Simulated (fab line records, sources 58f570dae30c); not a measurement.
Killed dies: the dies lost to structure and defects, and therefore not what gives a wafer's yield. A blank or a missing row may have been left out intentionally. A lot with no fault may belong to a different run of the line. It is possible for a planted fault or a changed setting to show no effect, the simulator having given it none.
Which tool is to blame?    flow berkeley-cmos170    14 lots with 42 wafers sampled at 3 steps, on a route of 331 steps

## WHAT THE GAUGES SHOWED, per wafer
UCB170_M2_OVL_MEAS_16.
lot   measured      on          M2_OVL (nm)
L844  day 7 22:19   overlay-02  -6 -1 3
L843  day 7 22:35   overlay-01  0 -1 0
L845  day 7 22:55   overlay-02  12 -3 8
L846  day 8 00:34   overlay-01  7 -8 7
L850  day 8 20:52   overlay-02  -9 -15 -10
L852  day 9 07:59   overlay-02  -11 -3 -9
L856  day 10 02:32  overlay-02  -3 -5 -6
L858  day 10 10:34  overlay-02  -11 -12 -2
L859  day 11 00:40  overlay-01  -1 -10 0
L860  day 11 14:55  overlay-02  3 5 -2
L864  day 11 15:13  overlay-01  3 -2 7
L862  day 11 15:31  overlay-01  -13 -11 -10
L861  day 11 16:07  overlay-01  -6 -9 -1
L866  day 11 16:51  overlay-02  -4 8 3

UCB170_M3_OVL_MEAS_16.
lot   measured      on          M3_OVL (nm)
L844  day 8 03:42   overlay-02  -5 -2 3
L843  day 8 04:30   overlay-01  -2 -3 -7
L845  day 8 06:39   overlay-02  7 4 8
L846  day 8 07:57   overlay-02  6 8 4
L850  day 9 02:10   overlay-02  0 4 5
L852  day 9 16:13   overlay-02  3 5 6
L856  day 10 09:46  overlay-01  1 7 1
L858  day 10 16:25  overlay-02  -6 -9 -4
L859  day 11 05:46  overlay-01  -7 -4 -4
L860  day 12 00:25  overlay-01  -1 -14 -2
L864  day 12 00:56  overlay-01  -4 -8 1
L862  day 12 01:01  overlay-02  -10 -7 -12
L861  day 12 01:12  overlay-02  -9 -4 -10
L866  day 12 01:18  overlay-01  1 -7 6

## WHAT TOOL EACH LOT RAN ON (gives the tool, then ch and the chambers of the sampled wafers, and finally the start)
lot   UCB170_V1_ETCH_14
L844  rie-diel-02 ch 2,3, day 7 19:32
L843  rie-diel-03 ch 1,2,3, day 7 19:43
L845  rie-diel-01 ch 0,1,3, day 7 20:08
L846  rie-diel-02 ch 1,2, day 7 22:04
L850  rie-diel-02 ch 0,2,3, day 8 17:55
L852  rie-diel-02 ch 0,1,3, day 9 04:57
L856  rie-diel-02 ch 0,2,3, day 9 23:17
L858  rie-diel-02 ch 0,1,2, day 10 07:20
L859  rie-diel-01 ch 0,1,2, day 10 22:07
L860  rie-diel-02 ch 0,1, day 11 10:22
L864  rie-diel-01 ch 0,1,3, day 11 10:29
L862  rie-diel-02 ch 0,2,3, day 11 10:43
L861  rie-diel-03 ch 0,1, day 11 12:26
L866  rie-diel-02 ch 0,2,3, day 11 13:16
- UCB170_V1_ETCH_14: etches SiO2 in CHF3/CF4/Ar, stops on Al, target depth 1250 nm, time 291 s.

## WHAT THE TOOLS THEMSELVES READ (means of the sampled wafers that have a number; where no wafer has one, the mark that the record gives instead)
UCB170_V1_ETCH_14.
lot   tool         drypump-motor-current-A (A)  oes-product-au (a.u.)  run-length-s (s)  throttle-valve-pct (%)
L844  rie-diel-02  5.5                          0.885                  319.4             6.91
L843  rie-diel-03  5.5                          0.873                  319.9             7.01
L845  rie-diel-01  5.7                          0.873                  319.7             6.80
L846  rie-diel-02  5.8                          0.884                  319.8             6.77
L850  rie-diel-02  5.4                          0.874                  319.0             6.89
L852  rie-diel-02  5.7                          0.887                  319.3             6.86
L856  rie-diel-02  5.4                          0.876                  319.0             6.88
L858  rie-diel-02  5.5                          0.876                  319.1             6.82
L859  rie-diel-01  5.8                          0.879                  319.4             6.84
L860  rie-diel-02  5.7                          0.877                  319.0             6.83
L864  rie-diel-01  5.7                          0.883                  319.5             6.81
L862  rie-diel-02  5.4                          0.874                  318.9             6.88
L861  rie-diel-03  5.6                          0.866                  319.3             7.01
L866  rie-diel-02  5.4                          0.874                  319.1             6.89

## THE ANSWER, worked out from the rows above alone
Rule: the lots themselves supply what counts as usual. Put in order of their means at a reading, lots are off if they are a third of the lots or fewer, leave a main group of 4 or more, and stand apart from it by a gap of 3 or more times the standard deviation of the main group's means; of several such gaps the widest counts. Not used: any main group whose means are identical at the precision the tables above print for the reading. Also off: a lot with no number at a reading for which 4 or more lots have one. Any other lot the step has rows for is counted as sound. The gauges are gone through in route order, then the tools' own readings, and for those a lot's mean is taken as printed above. The first step at which some lot is off is used, and at that step the reading that is off furthest; a lot without a number counts as furthest.
No lot is off on any of the readings shown, so nothing can be concluded from this.

## WHAT WAS PUT IN BY THE SIMULATOR
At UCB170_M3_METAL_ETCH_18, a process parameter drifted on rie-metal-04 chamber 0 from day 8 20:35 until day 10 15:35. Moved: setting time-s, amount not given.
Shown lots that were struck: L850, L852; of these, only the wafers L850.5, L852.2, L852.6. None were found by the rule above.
